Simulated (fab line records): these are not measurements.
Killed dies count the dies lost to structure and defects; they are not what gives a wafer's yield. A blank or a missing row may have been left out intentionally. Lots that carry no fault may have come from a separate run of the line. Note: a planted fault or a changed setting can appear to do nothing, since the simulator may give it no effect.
The tool behind it: which one? / flow berkeley_cmos170 / 7 lots with 21 wafers sampled at 4 steps, on a route of 331 steps

WHAT THE GAUGES READ, wafer by wafer
UCB170_PSD_TW_MEAS_10.
lot=L209; measured=day 7 16:32; on=film_metro-02; PSD_TW=2219 2236 2219
lot=L210; measured=day 8 08:51; on=film_metro-01; PSD_TW=2249 2254 2259
lot=L213; measured=day 9 00:41; on=film_metro-02; PSD_TW=2322 2318 2323
lot=L215; measured=day 9 12:19; on=film_metro-04; PSD_TW=2352 2350 2366
lot=L220; measured=day 10 04:43; on=film_metro-02; PSD_TW=2324 2325 2330
lot=L223; measured=day 11 05:28; on=film_metro-02; PSD_TW=2323 2320 2328
lot=L225; measured=day 11 05:36; on=film_metro-01; PSD_TW=2332 2346 2328

WHICH TOOL RAN EACH LOT (tool, then ch and the chambers of the sampled wafers, then the start)
lot=L209; UCB170_NVT_STRIP_08=plasma_asher-03 ch 0,1, day 6 11:28; UCB170_PSD_IMPLANT_08=implanter-01 ch 0, day 7 16:17; UCB170_PSD_STRIP_09=plasma_asher-01 ch 0,1, day 7 16:26
lot=L210; UCB170_NVT_STRIP_08=plasma_asher-04 ch 0,1, day 7 02:27; UCB170_PSD_IMPLANT_08=implanter-01 ch 0, day 8 08:38; UCB170_PSD_STRIP_09=plasma_asher-01 ch 0,1, day 8 08:46
lot=L213; UCB170_NVT_STRIP_08=plasma_asher-01 ch 0,1, day 7 18:07; UCB170_PSD_IMPLANT_08=implanter-04 ch 0, day 9 00:28; UCB170_PSD_STRIP_09=plasma_asher-04 ch 0,1, day 9 00:35
lot=L215; UCB170_NVT_STRIP_08=plasma_asher-04 ch 0,1, day 8 11:48; UCB170_PSD_IMPLANT_08=implanter-02 ch 0, day 9 12:04; UCB170_PSD_STRIP_09=plasma_asher-02 ch 0, day 9 12:13
lot=L220; UCB170_NVT_STRIP_08=plasma_asher-01 ch 0,1, day 8 23:47; UCB170_PSD_IMPLANT_08=implanter-02 ch 0, day 10 04:29; UCB170_PSD_STRIP_09=plasma_asher-01 ch 0,1, day 10 04:37
lot=L223; UCB170_NVT_STRIP_08=plasma_asher-01 ch 0,1, day 10 00:23; UCB170_PSD_IMPLANT_08=implanter-01 ch 0, day 11 05:15; UCB170_PSD_STRIP_09=plasma_asher-01 ch 0,1, day 11 05:23
lot=L225; UCB170_NVT_STRIP_08=plasma_asher-03 ch 0,1, day 10 00:44; UCB170_PSD_IMPLANT_08=implanter-02 ch 0, day 11 05:22; UCB170_PSD_STRIP_09=plasma_asher-04 ch 0,1, day 11 05:31
- UCB170_NVT_STRIP_08: strips in O2.
- UCB170_PSD_IMPLANT_08
- UCB170_PSD_STRIP_09: strips in O2.

THE ANSWER, worked out from the rows above alone
Rule: usual is defined by the lots themselves. The widest of any qualifying gaps counts: lots, ordered by their means at a reading, are off when they make up no more than a third of the lots, leave a main group of 4 or more, and stand apart from it by 3 or more times the standard deviation of that group's means. A main group is skipped when, at the precision printed for the reading in the tables above, its means are all equal. Also off: a lot with no number at a reading for which 4 or more lots have one. Where the step has rows for the other lots, those lots are counted as sound.
Off: L209, L210, at UCB170_PSD_TW_MEAS_10 (PSD_TW). For the main group the mean is 2332 and the standard deviation 13.
If a tool, at a process step before that reading, ran all the lots that are off and no sound lot after the first of them, it fits. Those tools and the gauges at UCB170_PSD_TW_MEAS_10 are tried in the same way. Not one of the candidates tried fits.

WHAT THE SIMULATOR PUT IN
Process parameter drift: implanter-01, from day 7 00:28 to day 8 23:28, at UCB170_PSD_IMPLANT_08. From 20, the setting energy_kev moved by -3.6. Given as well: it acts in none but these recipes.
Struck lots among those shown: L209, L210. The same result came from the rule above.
